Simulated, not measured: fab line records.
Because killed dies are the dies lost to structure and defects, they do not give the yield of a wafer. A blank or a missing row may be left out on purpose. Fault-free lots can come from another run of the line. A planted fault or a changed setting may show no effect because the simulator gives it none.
Chamber matching	flow berkeleyCmos170	UCB170_V1_CMP_02 on cmp-02 has 4 sister chambers
The step polishes SiO2. 16 wafers are shown with their chamber, then 8 later ones without.

== WAFERS WITH THEIR CHAMBER ==
wafer	chamber	motorCurrentA (A)	platenRpm (rpm)	slurryFlowMlMin
L239.3	2	14.6	59.97	150.4
L239.4	1	17.7	59.97	151.3
L239.6	3	14.9	60.03	149.5
L242.1	1	18.0	60.01	149.1
L242.2	2	14.8	59.99	149.5
L242.6	2	15.4	60.06	149.9
L244.1	2	14.9	59.95	150.4
L244.2	1	18.4	60.03	150.1
L244.6	3	14.3	59.98	150.0
L246.2	0	17.1	59.96	150.5
L246.3	3	14.9	59.99	149.8
L246.4	1	17.2	60.02	149.0
L254.1	0	16.9	60.02	149.0
L254.3	1	17.7	60.00	150.5
L254.4	2	15.6	59.92	150.4
L259.1	0	17.4	60.04	150.7

SIGNATURES (means of the wafers above)
reading	chamber 0	chamber 1	chamber 2	chamber 3	scatter within a chamber
motorCurrentA	17.133	17.800	15.060	14.700	0.394
platenRpm	60.0067	60.0060	59.9780	60.0000	0.0388
slurryFlowMlMin	150.067	150.000	150.120	149.767	0.723
Rule: distance of a wafer from a chamber = root of the sum over the readings of ((wafer's reading minus chamber's mean) / reading's scatter) squared. If the next closest chamber is less than 2 further off than the closest, the wafer can't be placed; otherwise it belongs to the closest. The scatter: take each reading less its chamber's mean, square it, sum over the shown wafers, divide by the number of wafers less the number of chambers, and take the root.

== WAFERS WITHOUT THEIR CHAMBER ==
wafer	motorCurrentA (A)	platenRpm (rpm)	slurryFlowMlMin
L259.2	15.1	60.01	149.1
L259.4	15.0	60.01	149.6
L258.1	17.0	60.03	150.4
L258.2	15.2	59.98	150.2
L258.4	17.2	60.00	149.8
L257.2	14.7	60.04	149.6
L257.4	16.6	60.05	150.5
L257.6	18.6	59.93	150.2

== THE CHAMBER EACH PASSED THROUGH ==
wafer	from the rows above	in truth
L259.2	can't be placed: 3 or 2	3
L259.4	can't be placed: 3 or 2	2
L258.1	can't be placed: 0 or 1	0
L258.2	can't be placed: 2 or 3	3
L258.4	can't be placed: 0 or 1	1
L257.2	can't be placed: 3 or 2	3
L257.4	can't be placed: 0 or 1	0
L257.6	can't be placed: 1 or 0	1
Correctly placed: 0 of 8. Can't be placed from these rows: 8 (the true chamber is among the candidates in 8). Number placed wrongly: 0.
